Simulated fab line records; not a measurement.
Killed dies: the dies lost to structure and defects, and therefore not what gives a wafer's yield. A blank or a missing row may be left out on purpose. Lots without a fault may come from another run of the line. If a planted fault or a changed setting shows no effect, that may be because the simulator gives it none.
fab line records | flow berkeleyCmos170 | part 1 of 2: steps 1 to 23 of 32
[record] lots = 5 | wafers = 15 | lastDay = 10
route steps=331 shown M2@287 V2@292 M3@309
lots untouched by any fault: they come from a run of this same line in which no faults occurred
startH: hours from the record's first day to the start of the lot's first wafer shown | waitH: hours since the lot's step before | " as in the row above | L1.1+2: one row covering several wafers at once | - either no value or no given start | * or withheld: withheld | < > ~ a bound
route shown NAME@n: NAME is a module with steps in the file, n the number in the route of the first one | usual: mean and standard deviation over wafers with no fault | same: alike in all rows | chamber/n: place in a boat | sites: per-site readings | _std_site: the values' standard deviation | _edge_site: outer sites' mean less inner sites' | radiusMm: for every site, how far away it sits from the centre of the wafer | mask NAME#n: copy n | behind: the tool/chamber that last shaped the wafer | hold: why the lot was held/for how many hours/how that ended | device: names the non-switching transistor (n, p or np) | end of line: tests run on the same wafers once the route is complete | where a step has no rows: the recipe by itself | killed: not the wafer's yield, but the dies lost to structure and defects at the first sort | map: shows each die of a wafer: x if killed, . if not, _ if none is there
set.NAME: the setting the step ran with; set.NAME@STEP: the setting that earlier step ran with | model.NAME: the simulator's own value behind a step, which no gauge read
lots at some steps of the route; a table a step, a row a wafer
services: when a tool's chamber went out of use (startH, in hours from the record's first day, below 0 if earlier), for how many hours, and the reason
[[steps]]
[step UCB170_M2_OVL_MEAS_16]
[usual] M2_OVL = 4/5.9
lot.wafer | tool       | chamber | startH | waitH | M2_OVL[nm]
L075.3    | overlay-01 | -       | 165.63 | 0.1   | 6
L075.4    | "          | -       | "      | "     | 10
L075.5    | "          | -       | "      | "     | 5
L082.1    | overlay-01 | -       | 207.15 | 0.1   | -5
L082.2    | "          | -       | "      | "     | -2
L082.3    | "          | -       | "      | "     | -5
L085.1    | overlay-02 | -       | 209.92 | 0.1   | 9
L085.3    | "          | -       | "      | "     | 7
L085.5    | "          | -       | "      | "     | 9
L088.1    | overlay-01 | -       | 222.84 | 0.1   | 20
L088.2    | "          | -       | "      | "     | 11
L088.5    | "          | -       | "      | "     | 19
L086.2    | overlay-01 | -       | 238.32 | 0.1   | 2
L086.4    | "          | -       | "      | "     | 2
L086.5    | "          | -       | "      | "     | 9
[step UCB170_M2_ETCH_17]
[recipe] chemistry = N2/H2 | targetDepthA = withheld | overetchA = withheld | target = BARC | timeS = withheld | sourceW = 500 | biasW = 100 | pressureMtorr = 30 | n2FlowSccm = 100 | h2FlowSccm = 200
[usual] drypumpMotorCurrentA = 5.6/0.45 | oesProductAu = 0.996/0.016 | throttleValvePct = 13.29/0.16
lot.wafer | tool       | chamber | startH | waitH | drypumpMotorCurrentA | oesProductAu | throttleValvePct
L075.3    | rieDiel-03 | 1       | 165.65 | 0.0   | 5.9                  | 0.985        | 13.23
L075.4    | "          | 3       | "      | "     | 5.3                  | 1.018        | 13.23
L075.5    | "          | 0       | "      | "     | 5.2                  | 0.988        | 13.26
L082.1    | rieDiel-03 | 0       | 207.18 | 0.0   | 5.2                  | 0.986        | 13.25
L082.2    | "          | 2       | "      | "     | 5.8                  | 0.991        | 13.38
L082.3    | "          | 1       | "      | "     | 6.0                  | 0.982        | 13.22
L085.1    | rieDiel-03 | 2       | 209.96 | 0.0   | 5.9                  | 0.992        | 13.34
L085.3    | "          | 1       | "      | "     | 5.9                  | 0.986        | 13.23
L085.5    | "          | 2       | "      | "     | 5.8                  | 0.994        | 13.37
L088.1    | rieDiel-03 | 2       | 222.87 | 0.0   | 5.8                  | 1.002        | 13.36
L088.2    | "          | 0       | "      | "     | 5.2                  | 0.991        | 13.26
L088.5    | "          | 0       | "      | "     | 5.2                  | 0.989        | 13.26
L086.2    | rieDiel-01 | 3       | 238.35 | 0.0   | 5.8                  | 0.984        | 13.50
L086.4    | "          | 2       | "      | "     | 5.7                  | 0.978        | 13.67
L086.5    | "          | 0       | "      | "     | 4.8                  | 0.977        | 13.04
[step UCB170_M2_METAL_ETCH_18]
[recipe] chemistry = Cl2/BCl3 | target = Al | stopOn = SiO2 | pressureMtorr = 12 | targetDepthA = 11700 | overEtchFrac = 0.3 | timeS = 195 | icpW = 600 | biasW = 120 | Cl2_flow_sccm = 90 | bcl3FlowSccm = 45
[usual] drypumpMotorCurrentA = 5.8/0.4 | oesProductAu = 0.855/0.016 | throttleValvePct = 24.41/0.13
lot.wafer | tool        | chamber | startH | waitH | drypumpMotorCurrentA | oesProductAu | rfHoursCounterH | throttleValvePct
L075.3    | rieMetal-03 | 1       | 165.76 | -     | 6.1                  | 0.855        | -               | 24.29
L075.4    | "           | 0       | "      | "     | 5.8                  | 0.868        | -               | 24.51
L075.5    | "           | 0       | "      | "     | 5.8                  | 0.867        | -               | 24.53
L082.1    | rieMetal-01 | 1       | 207.22 | -     | 5.2                  | 0.840        | 8               | 24.62
L082.2    | "           | 0       | "      | "     | 6.3                  | 0.832        | 6               | 24.41
L082.3    | "           | 1       | "      | "     | 5.2                  | 0.837        | -               | 24.62
L085.1    | rieMetal-03 | 0       | 210.00 | -     | 5.8                  | 0.873        | 9               | 24.52
L085.3    | "           | 0       | "      | "     | 5.8                  | 0.877        | -               | 24.52
L085.5    | "           | 1       | "      | "     | 6.1                  | 0.872        | -               | 24.29
L088.1    | rieMetal-04 | 1       | 222.91 | -     | 5.8                  | 0.860        | 14              | 24.19
L088.2    | "           | 1       | "      | "     | 5.8                  | 0.864        | -               | 24.21
L088.5    | "           | 1       | "      | "     | 5.7                  | 0.863        | -               | 24.20
L086.2    | rieMetal-04 | 1       | 238.39 | -     | 5.8                  | 0.849        | 15              | 24.21
L086.4    | "           | 1       | "      | "     | 5.8                  | 0.856        | -               | 24.19
L086.5    | "           | 1       | "      | "     | 5.8                  | 0.846        | -               | 24.21
[step UCB170_M2_STRIP_19]
[recipe] chemistry = O2 | powerW = 400 | pressureMtorr = 3500 | platenTempC = withheld | o2FlowSccm = 400 | overashFraction = 0.5
[usual] drypumpMotorCurrentA = 5.6/0.33 | oesProductAu = 0.541/0.012
[same] overashFraction = 0.5
lot.wafer | tool           | chamber | startH | waitH | drypumpMotorCurrentA | oesProductAu | rfHoursCounterH
L075.3    | plasmaAsher-03 | 1       | 165.91 | 0.1   | 5.5                  | 0.555        | -
L075.4    | "              | 0       | "      | "     | 5.5                  | 0.520        | -
L075.5    | "              | 1       | "      | "     | 5.5                  | 0.524        | -
L082.1    | plasmaAsher-02 | 1       | 207.41 | 0.1   | 5.9                  | 0.525        | 51
L082.2    | "              | 0       | "      | "     | 5.1                  | 0.539        | 51
L082.3    | "              | 1       | "      | "     | 5.9                  | 0.539        | -
L085.1    | plasmaAsher-02 | 1       | 210.18 | 0.1   | 5.9                  | 0.530        | 51
L085.3    | "              | 0       | "      | "     | 5.1                  | 0.532        | -
L085.5    | "              | 1       | "      | "     | 5.9                  | 0.556        | -
L088.1    | plasmaAsher-02 | 1       | 223.29 | 0.3   | 5.9                  | 0.551        | 53
L088.2    | "              | 0       | "      | "     | 5.1                  | 0.557        | 53
L088.5    | "              | 1       | "      | "     | 5.9                  | 0.552        | -
L086.2    | plasmaAsher-03 | 0       | 238.58 | 0.1   | 5.5                  | 0.556        | 13
L086.4    | "              | 1       | "      | "     | 5.5                  | 0.548        | -
L086.5    | "              | 0       | "      | "     | 5.5                  | 0.562        | -
[step UCB170_M2_CD_MEAS_90]
[recipe] targetCdNm = 700
[usual] cdNm = 700.2/2.4
lot.wafer | tool     | chamber | startH | waitH | cdNm
L075.3    | cdSem-01 | -       | 166.02 | 0.1   | 702.3
L075.4    | "        | -       | "      | "     | 700.1
L075.5    | "        | -       | "      | "     | 699.7
L082.1    | cdSem-01 | -       | 207.51 | 0.1   | 701.0
L082.2    | "        | -       | "      | "     | 696.6
L082.3    | "        | -       | "      | "     | 700.5
L085.1    | cdSem-01 | -       | 210.40 | 0.2   | 697.6
L085.3    | "        | -       | "      | "     | 699.1
L085.5    | "        | -       | "      | "     | 700.5
L088.1    | cdSem-02 | -       | 223.39 | 0.1   | 701.3
L088.2    | "        | -       | "      | "     | 700.5
L088.5    | "        | -       | "      | "     | 700.0
L086.2    | cdSem-02 | -       | 238.70 | 0.1   | 701.7
L086.4    | "        | -       | "      | "     | 703.1
L086.5    | "        | -       | "      | "     | 697.8
[step UCB170_V2_CVD_00]
[recipe] material = SiO2 | targetThkNm = 2000 | tempC = 390 | precursor = TEOS/O2 | timeS = 250 | rfW = 550 | pressureMtorr = 9000
[usual] heaterPowerW = 273/52
lot.wafer | tool     | chamber | startH | waitH | heaterPowerW
L075.3    | pecvd-02 | 0       | 166.10 | 0.1   | 199
L075.4    | "        | 0       | "      | "     | 243
L075.5    | "        | 1       | "      | "     | 322
L082.1    | pecvd-02 | 0       | 207.63 | 0.1   | 224
L082.2    | "        | 1       | "      | "     | 329
L082.3    | "        | 2       | "      | "     | 301
L085.1    | pecvd-02 | 0       | 210.52 | 0.1   | 221
L085.3    | "        | 1       | "      | "     | 238
L085.5    | "        | 0       | "      | "     | 260
L088.1    | pecvd-02 | 1       | 223.51 | 0.1   | 259
L088.2    | "        | 2       | "      | "     | 246
L088.5    | "        | 1       | "      | "     | 325
L086.2    | pecvd-01 | 2       | 238.80 | 0.1   | 271
L086.4    | "        | 2       | "      | "     | 212
L086.5    | "        | 1       | "      | "     | 237
[step UCB170_V2_THK_MEAS_01]
[recipe] reads = SiO2_of_V2_CVD_00
[usual] V2_TEOS_THK = 2002/26
lot.wafer | tool         | chamber | startH | waitH | V2_TEOS_THK[nm]
L075.3    | filmMetro-02 | -       | 166.28 | 0.1   | 1977
L075.4    | "            | -       | "      | "     | 2002
L075.5    | "            | -       | "      | "     | 2012
L082.1    | filmMetro-01 | -       | 207.79 | 0.1   | 1956
L082.2    | "            | -       | "      | "     | 1960
L082.3    | "            | -       | "      | "     | 1959
L085.1    | filmMetro-02 | -       | 210.73 | 0.1   | 1967
L085.3    | "            | -       | "      | "     | 2005
L085.5    | "            | -       | "      | "     | 1994
L088.1    | filmMetro-01 | -       | 223.67 | 0.1   | 1987
L088.2    | "            | -       | "      | "     | 1974
L088.5    | "            | -       | "      | "     | 2011
L086.2    | filmMetro-04 | -       | 238.96 | 0.1   | 1960
L086.4    | "            | -       | "      | "     | 2016
L086.5    | "            | -       | "      | "     | 2014
[step UCB170_V2_CMP_02]
[recipe] material = SiO2 | downForcePsi = 6 | platenRpm = 60 | padVelocityMS = 0.75398
[usual] motorCurrentA = 17.3/1.6 | retainingRingPressureFrac = 1.000/0.0049
lot.wafer | tool   | chamber | startH | waitH | motorCurrentA | retainingRingPressureFrac
L075.3    | cmp-02 | 1       | 166.32 | 0.0   | 20.5          | 0.998
L075.4    | "      | 2       | "      | "     | 17.9          | 1.006
L075.5    | "      | 2       | "      | "     | 17.6          | 1.005
L082.3    | cmp-01 | 2       | 207.85 | 0.0   | 15.3          | 0.997
L082.2    | "      | 0       | "      | "     | 18.2          | 0.997
L082.1    | "      | 1       | "      | "     | 16.5          | 0.994
L085.3    | cmp-02 | 3       | 210.89 | 0.1   | 15.8          | 1.008
L085.1    | "      | 0       | "      | "     | 14.5          | 1.004
L085.5    | "      | 2       | "      | "     | 17.8          | 0.996
L088.2    | cmp-02 | 3       | 223.78 | 0.1   | 16.0          | 1.008
L088.1    | "      | 1       | "      | "     | 19.4          | 0.997
L088.5    | "      | 3       | "      | "     | 15.4          | 1.002
L086.4    | cmp-01 | 3       | 239.11 | 0.1   | 17.6          | 0.989
L086.2    | "      | 0       | "      | "     | 18.2          | 1.000
L086.5    | "      | 1       | "      | "     | 16.2          | 1.001
[step UCB170_V2_BOW_MEAS_03]
[recipe] mode = bow
[usual] V2_BOW = 39/6.9
lot.wafer | tool         | chamber | startH | waitH | V2_BOW[um]
L075.3    | filmMetro-02 | -       | 166.66 | 0.3   | 23
L075.4    | "            | -       | "      | "     | 41
L075.5    | "            | -       | "      | "     | 42
L082.1    | filmMetro-02 | -       | 208.15 | 0.1   | 45
L082.2    | "            | -       | "      | "     | 44
L082.3    | "            | -       | "      | "     | 51
L085.1    | filmMetro-01 | -       | 211.09 | 0.1   | 45
L085.3    | "            | -       | "      | "     | 41
L085.5    | "            | -       | "      | "     | 48
L088.1    | filmMetro-04 | -       | 224.05 | 0.1   | 33
L088.2    | "            | -       | "      | "     | 42
L088.5    | "            | -       | "      | "     | 41
L086.2    | filmMetro-01 | -       | 239.33 | 0.1   | 42
L086.4    | "            | -       | "      | "     | 33
L086.5    | "            | -       | "      | "     | 39
[step UCB170_V2_THK_MEAS_04]
[recipe] reads = SiO2_of_V2_CVD_00
[usual] V2_POLISHED_THK = 1000.0/1.2
lot.wafer | tool         | chamber | startH | waitH | V2_POLISHED_THK[nm]
L075.3    | filmMetro-02 | -       | 166.76 | 0.1   | 1002.1
L075.4    | "            | -       | "      | "     | 1000.1
L075.5    | "            | -       | "      | "     | 1000.2
L082.1    | filmMetro-02 | -       | 208.27 | 0.1   | 1000.7
L082.2    | "            | -       | "      | "     | 1001.4
L082.3    | "            | -       | "      | "     | 1001.8
L085.1    | filmMetro-01 | -       | 211.21 | 0.1   | 1002.2
L085.3    | "            | -       | "      | "     | 1000.5
L085.5    | "            | -       | "      | "     | 1001.0
L088.1    | filmMetro-04 | -       | 224.17 | 0.1   | 1001.3
L088.2    | "            | -       | "      | "     | 1000.8
L088.5    | "            | -       | "      | "     | 999.0
L086.2    | filmMetro-01 | -       | 239.44 | 0.1   | 998.0
L086.4    | "            | -       | "      | "     | 999.3
L086.5    | "            | -       | "      | "     | 999.4
[step UCB170_V2_CLEAN_05]
[recipe] chemistry = DIW
lot.wafer  | tool        | chamber | startH | waitH
L075.3+4+5 | wetBench-03 | 3       | 166.80 | 0.0
L082.1+2+3 | wetBench-03 | 2       | 208.33 | 0.1
L085.1+3+5 | wetBench-03 | 3       | 211.33 | 0.1
L088.1+2+5 | wetBench-04 | 1       | 224.23 | 0.1
L086.2+4+5 | wetBench-03 | 1       | 239.49 | 0.0
[step UCB170_V2_HMDS_06]
[recipe] primeTimeS = 60 | primeTempC = 100
[usual] chillPlateTempC = 22.98/0.11 | exhaustPa = 45.0/0.75
lot.wafer | tool          | chamber | startH | waitH | chillPlateTempC | exhaustPa
L075.3    | lithoTrack-03 | 0       | 167.02 | 0.1   | 22.96           | 44.1
L075.4    | "             | 0       | "      | "     | 22.86           | 44.6
L075.5    | "             | 0       | "      | "     | 22.85           | 43.7
L082.1    | lithoTrack-02 | 0       | 208.50 | 0.0   | 22.98           | 45.4
L082.2    | "             | 0       | "      | "     | 22.94           | 45.1
L082.3    | "             | 0       | "      | "     | 22.97           | 44.4
L085.1    | lithoTrack-01 | 0       | 212.48 | 1.0   | 22.95           | 45.7
L085.3    | "             | 0       | "      | "     | 23.04           | 46.0
L085.5    | "             | 0       | "      | "     | 23.03           | 46.1
L088.1    | lithoTrack-02 | 0       | 224.40 | 0.0   | 22.88           | 44.5
L088.2    | "             | 0       | "      | "     | 23.04           | 44.9
L088.5    | "             | 0       | "      | "     | 22.93           | 45.5
L086.2    | lithoTrack-02 | 0       | 239.73 | 0.1   | 23.15           | 44.9
L086.4    | "             | 0       | "      | "     | 23.17           | 46.2
L086.5    | "             | 0       | "      | "     | 23.12           | 47.0
[step UCB170_V2_COAT_07]
[recipe] resist = KrF | spinRpm = 1500 | resistThkNm = 900
[usual] chillPlateTempC = 23.01/0.096 | exhaustPa = 44.7/0.81
lot.wafer | tool          | chamber | startH | waitH | chillPlateTempC | exhaustPa
L075.3    | lithoTrack-03 | 0       | 167.17 | 0.1   | 23.10           | 43.9
L075.4    | "             | 0       | "      | "     | 23.09           | 43.7
L075.5    | "             | 0       | "      | "     | 23.01           | 44.4
L082.1    | lithoTrack-02 | 0       | 208.65 | 0.1   | 22.93           | 44.8
L082.2    | "             | 0       | "      | "     | 23.03           | 44.6
L082.3    | "             | 0       | "      | "     | 23.04           | 46.5
L085.1    | lithoTrack-01 | 0       | 212.63 | 0.1   | 23.09           | 44.1
L085.3    | "             | 0       | "      | "     | 22.94           | 44.8
L085.5    | "             | 0       | "      | "     | 23.00           | 44.3
L088.1    | lithoTrack-02 | 0       | 224.55 | 0.1   | 22.92           | 44.2
L088.2    | "             | 0       | "      | "     | 22.99           | 43.8
L088.5    | "             | 0       | "      | "     | 23.12           | 43.3
L086.2    | lithoTrack-02 | 0       | 239.88 | 0.1   | 22.94           | 42.7
L086.4    | "             | 0       | "      | "     | 22.82           | 44.8
L086.5    | "             | 0       | "      | "     | 22.99           | 45.3
[step UCB170_V2_SOFTBAKE_08]
[recipe] resist = KrF | tempC = 130 | timeS = 60
[usual] chillPlateTempC = 23.01/0.1 | exhaustPa = 45.0/0.85 | heaterPowerTotalW = 56.80/0.05
lot.wafer | tool          | chamber | startH | waitH | chillPlateTempC | exhaustPa | heaterPowerTotalW
L075.3    | lithoTrack-03 | 0       | 167.32 | 0.1   | 22.92           | 44.8      | 56.85
L075.4    | "             | 0       | "      | "     | 23.03           | 46.3      | 56.78
L075.5    | "             | 0       | "      | "     | 22.98           | 45.9      | 56.71
L082.1    | lithoTrack-02 | 0       | 208.80 | 0.1   | 22.85           | 46.0      | 56.75
L082.2    | "             | 0       | "      | "     | 22.97           | 46.0      | 56.78
L082.3    | "             | 0       | "      | "     | 22.94           | 45.6      | 56.87
L085.1    | lithoTrack-01 | 0       | 212.78 | 0.1   | 22.82           | 46.6      | 56.77
L085.3    | "             | 0       | "      | "     | 23.08           | 45.5      | 56.79
L085.5    | "             | 0       | "      | "     | 23.01           | 44.1      | 56.84
L088.1    | lithoTrack-02 | 0       | 224.70 | 0.1   | 23.06           | 45.1      | 56.71
L088.2    | "             | 0       | "      | "     | 23.14           | 45.2      | 56.80
L088.5    | "             | 0       | "      | "     | 23.14           | 45.5      | 56.78
L086.2    | lithoTrack-02 | 0       | 240.03 | 0.1   | 23.20           | 44.6      | 56.80
L086.4    | "             | 0       | "      | "     | 23.11           | 44.8      | 56.73
L086.5    | "             | 0       | "      | "     | 22.97           | 46.0      | 56.78
[step UCB170_V2_EXPOSE_09]
[recipe] maskId = VIA2 | targetCdNm = 700 | na = 0.5 | sigmaOuter = 0.6 | sourceShape = conventional | doseMj = 37
lot.wafer  | tool          | chamber | startH | waitH | mask
L075.3+4+5 | krfScanner-01 | 0       | 167.58 | 0.2   | VIA2#0
L082.1+2+3 | krfScanner-01 | 0       | 208.95 | 0.1   | VIA2#0
L085.1+3+5 | krfScanner-02 | 0       | 212.98 | 0.2   | VIA2#0
L088.1+2+5 | krfScanner-02 | 0       | 224.85 | 0.1   | VIA2#0
L086.2+4+5 | krfScanner-01 | 0       | 240.18 | 0.1   | VIA2#0
[step UCB170_V2_PEB_10]
[recipe] pebTempC = 130 | pebTimeS = withheld | resist = KrF
[usual] chillPlateTempC = 23.02/0.11 | exhaustPa = 45.2/0.95 | heaterPowerTotalW = 56.80/0.047
lot.wafer | tool          | chamber | startH | waitH | chillPlateTempC | exhaustPa | heaterPowerTotalW
L075.3    | lithoTrack-01 | 0       | 167.99 | 0.4   | 22.87           | 45.5      | 56.80
L075.4    | "             | 0       | "      | "     | 23.08           | 44.7      | 56.81
L075.5    | "             | 0       | "      | "     | 22.98           | 44.6      | 56.87
L082.1    | lithoTrack-03 | 0       | 209.26 | 0.3   | 23.08           | 44.6      | 56.83
L082.2    | "             | 0       | "      | "     | 23.05           | 44.8      | 56.82
L082.3    | "             | 0       | "      | "     | 22.88           | 44.3      | 56.83
L085.1    | lithoTrack-01 | 0       | 213.48 | 0.5   | 22.91           | 44.7      | 56.78
L085.3    | "             | 0       | "      | "     | 23.03           | 45.2      | 56.83
L085.5    | "             | 0       | "      | "     | 22.94           | 45.4      | 56.83
L088.1    | lithoTrack-02 | 0       | 224.97 | 0.1   | 22.84           | 45.5      | 56.84
L088.2    | "             | 0       | "      | "     | 22.92           | 44.7      | 56.77
L088.5    | "             | 0       | "      | "     | 22.91           | 44.5      | 56.80
L086.2    | lithoTrack-02 | 0       | 240.46 | 0.3   | 23.07           | 45.9      | 56.85
L086.4    | "             | 0       | "      | "     | 23.08           | 45.4      | 56.84
L086.5    | "             | 0       | "      | "     | 23.04           | 47.1      | 56.89
[step UCB170_V2_DEVELOP_11]
[recipe] developer = TMAH | developTimeS = 45 | resist = KrF | devTempC = 21
[usual] chillPlateTempC = 23.01/0.1 | exhaustPa = 44.8/0.74
lot.wafer | tool          | chamber | startH | waitH | chillPlateTempC | exhaustPa
L075.3    | lithoTrack-01 | 0       | -      | -     | 22.95           | 45.5
L075.4    | "             | 0       | "      | "     | 23.12           | 45.9
L075.5    | "             | 0       | "      | "     | 22.98           | 44.8
L082.1    | lithoTrack-03 | 0       | -      | -     | 23.01           | 44.3
L082.2    | "             | 0       | "      | "     | 23.10           | 45.0
L082.3    | "             | 0       | "      | "     | 22.86           | 44.0
L085.1    | lithoTrack-01 | 0       | -      | -     | 22.94           | 45.5
L085.3    | "             | 0       | "      | "     | 23.00           | 44.3
L085.5    | "             | 0       | "      | "     | 22.95           | 44.9
L088.1    | lithoTrack-02 | 0       | -      | -     | 23.14           | 44.2
L088.2    | "             | 0       | "      | "     | 23.13           | 45.2
L088.5    | "             | 0       | "      | "     | 23.10           | 43.9
L086.2    | lithoTrack-02 | 0       | -      | -     | 23.04           | 45.4
L086.4    | "             | 0       | "      | "     | 22.96           | 46.4
L086.5    | "             | 0       | "      | "     | 23.06           | 45.3
[step UCB170_V2_CD_MEAS_12]
[recipe] targetCdNm = 700
[usual] cdNm = 699.8/1.2
lot.wafer | tool     | chamber | startH | waitH | cdNm
L075.3    | cdSem-02 | -       | 168.25 | -     | 699.7
L075.4    | "        | -       | "      | "     | 700.2
L075.5    | "        | -       | "      | "     | 700.1
L082.1    | cdSem-01 | -       | 209.54 | -     | 700.7
L082.2    | "        | -       | "      | "     | 701.6
L082.3    | "        | -       | "      | "     | 700.4
L085.1    | cdSem-01 | -       | 213.99 | -     | 699.1
L085.3    | "        | -       | "      | "     | 699.1
L085.5    | "        | -       | "      | "     | 700.1
L088.1    | cdSem-01 | -       | 225.24 | -     | 700.8
L088.2    | "        | -       | "      | "     | 700.7
L088.5    | "        | -       | "      | "     | 701.8
L086.2    | cdSem-02 | -       | 240.73 | -     | 698.7
L086.4    | "        | -       | "      | "     | 699.9
L086.5    | "        | -       | "      | "     | 697.8
[step UCB170_V2_OVL_MEAS_13]
[usual] V2_OVL = 4/4.5
lot.wafer | tool       | chamber | startH | waitH | V2_OVL[nm]
L075.3    | overlay-02 | -       | 168.35 | 0.1   | -3
L075.4    | "          | -       | "      | "     | 5
L075.5    | "          | -       | "      | "     | 6
L082.1    | overlay-01 | -       | 209.66 | 0.1   | 7
L082.2    | "          | -       | "      | "     | 3
L082.3    | "          | -       | "      | "     | 2
L085.1    | overlay-01 | -       | 214.11 | 0.1   | 14
L085.3    | "          | -       | "      | "     | 4
L085.5    | "          | -       | "      | "     | 7
L088.1    | overlay-01 | -       | 225.36 | 0.1   | -3
L088.2    | "          | -       | "      | "     | 9
L088.5    | "          | -       | "      | "     | 1
L086.2    | overlay-02 | -       | 240.84 | 0.1   | 1
L086.4    | "          | -       | "      | "     | -2
L086.5    | "          | -       | "      | "     | 5
[step UCB170_V2_ETCH_14]
[recipe] chemistry = CHF3/CF4/Ar | target = SiO2 | stopOn = Al | CHF3_flow_sccm = 45 | cf4FlowSccm = 15 | Ar_flow_sccm = 150 | pressureMtorr = 200 | rfW = 700 | targetDepthA = 12500 | overEtchFrac = 0.25 | timeS = 291
[usual] CHF3_flow_sccm = 44.98/0.14 | drypumpMotorCurrentA = 5.8/0.49 | mfcArSccm = 150.0/0.46 | oesProductAu = 0.879/0.011 | throttleValvePct = 6.91/0.1
lot.wafer | tool       | chamber | startH | waitH | CHF3_flow_sccm | drypumpMotorCurrentA | mfcArSccm | oesProductAu | rfHoursCounterH | throttleValvePct
L075.3    | rieDiel-04 | 3       | 168.37 | 0.0   | 45.15          | 5.7                  | 150.0     | 0.885        | 111             | 6.91
L075.4    | "          | 0       | "      | "     | 45.14          | 5.4                  | 149.9     | 0.882        | 113             | 6.85
L075.5    | "          | 3       | "      | "     | 45.34          | 5.7                  | 149.8     | 0.877        | -               | 6.89
L082.1    | rieDiel-02 | 0       | 209.69 | 0.0   | 44.94          | 5.3                  | 150.1     | 0.878        | 85              | 6.84
L082.2    | "          | 1       | "      | "     | 45.03          | 6.3                  | 149.6     | 0.872        | 99              | 7.00
L082.3    | "          | 2       | "      | "     | 44.91          | 5.7                  | 150.8     | 0.881        | 106             | 6.85
L085.1    | rieDiel-04 | 2       | 214.14 | 0.0   | 44.95          | 6.6                  | 150.3     | 0.891        | 60              | 6.96
L085.3    | "          | 0       | "      | "     | 44.88          | 5.4                  | 150.0     | 0.887        | 115             | 6.85
L085.5    | "          | 3       | "      | "     | 44.87          | 5.7                  | 150.8     | 0.893        | -               | 6.90
L088.1    | rieDiel-04 | 0       | 225.40 | 0.0   | 45.10          | 5.4                  | 150.3     | 0.886        | 116             | 6.84
L088.2    | "          | 2       | "      | "     | 44.98          | 6.6                  | 149.5     | 0.893        | 61              | 6.97
L088.5    | "          | 0       | "      | "     | 45.24          | 5.4                  | 149.9     | 0.886        | -               | 6.85
L086.2    | rieDiel-04 | 0       | 240.87 | 0.0   | 45.21          | 5.4                  | 150.6     | 0.886        | 117             | 6.84
L086.4    | "          | 1       | "      | "     | 45.06          | 6.1                  | 150.1     | 0.886        | 119             | 6.77
L086.5    | "          | 0       | "      | "     | 45.06          | 5.4                  | 150.3     | 0.893        | -               | 6.83
[step UCB170_V2_STRIP_15]
[recipe] chemistry = O2 | powerW = 400 | pressureMtorr = 3500 | platenTempC = withheld | o2FlowSccm = 400 | overashFraction = 0.5
[usual] drypumpMotorCurrentA = 6.02/0.28 | oesProductAu = 0.721/0.0044 | stripTimeToEndpointS = 15.33/0.1
[same] overashFraction = 0.5
lot.wafer | tool           | chamber | startH | waitH | drypumpMotorCurrentA | oesProductAu | rfHoursCounterH | stripTimeToEndpointS
L075.3    | plasmaAsher-04 | 1       | 168.58 | 0.1   | 6.32                 | 0.721        | -               | 15.36
L075.4    | "              | 0       | "      | "     | 6.00                 | 0.718        | -               | 15.28
L075.5    | "              | 1       | "      | "     | 6.28                 | 0.723        | -               | 15.32
L082.1    | plasmaAsher-01 | 0       | 209.87 | 0.1   | 6.28                 | 0.720        | 44              | 15.48
L082.2    | "              | 1       | "      | "     | 5.95                 | 0.719        | 44              | 15.42
L082.3    | "              | 1       | "      | "     | 5.94                 | 0.715        | -               | 15.49
L085.1    | plasmaAsher-01 | 0       | 214.36 | 0.1   | 6.29                 | 0.723        | 45              | 15.29
L085.3    | "              | 1       | "      | "     | 5.90                 | 0.719        | -               | 15.24
L085.5    | "              | 1       | "      | "     | 5.92                 | 0.720        | -               | 15.43
L088.1    | plasmaAsher-03 | 1       | 225.58 | 0.1   | 5.51                 | 0.720        | 12              | 15.20
L088.2    | "              | 0       | "      | "     | 5.56                 | 0.720        | 12              | 15.20
L088.5    | "              | 0       | "      | "     | 5.56                 | 0.721        | -               | 15.29
L086.2    | plasmaAsher-03 | 0       | 241.04 | 0.1   | 5.50                 | 0.722        | 14              | 15.42
L086.4    | "              | 0       | "      | "     | 5.53                 | 0.727        | -               | 15.41
L086.5    | "              | 1       | "      | "     | 5.50                 | 0.726        | -               | 15.39
[step UCB170_V2_CD_MEAS_90]
[recipe] targetCdNm = 700
[usual] cdNm = 699.6/1.3
lot.wafer | tool     | chamber | startH | waitH | cdNm
L075.3    | cdSem-02 | -       | 168.69 | 0.1   | 699.8
L075.4    | "        | -       | "      | "     | 700.6
L075.5    | "        | -       | "      | "     | 699.9
L082.1    | cdSem-01 | -       | 210.16 | 0.3   | 700.7
L082.2    | "        | -       | "      | "     | 700.4
L082.3    | "        | -       | "      | "     | 700.7
L085.1    | cdSem-02 | -       | 214.53 | 0.1   | 699.6
L085.3    | "        | -       | "      | "     | 699.4
L085.5    | "        | -       | "      | "     | 700.4
L088.1    | cdSem-02 | -       | 225.68 | 0.1   | 700.5
L088.2    | "        | -       | "      | "     | 700.6
L088.5    | "        | -       | "      | "     | 701.8
L086.2    | cdSem-02 | -       | 241.16 | 0.1   | 698.1
L086.4    | "        | -       | "      | "     | 699.0
L086.5    | "        | -       | "      | "     | 696.6
[step UCB170_M3_PRE_CLEAN_00]
[recipe] gas = Ar | precleanEtchTimeS = 60
lot.wafer  | tool          | chamber | startH | waitH
L075.3+4+5 | pvdSputter-03 | -       | 168.77 | 0.1
L082.1+2+3 | pvdSputter-02 | -       | 210.28 | 0.1
L085.1+3+5 | pvdSputter-03 | -       | 214.65 | 0.1
L088.1+2+5 | pvdSputter-03 | -       | 225.80 | 0.1
L086.2+4+5 | pvdSputter-04 | -       | 241.26 | 0.1
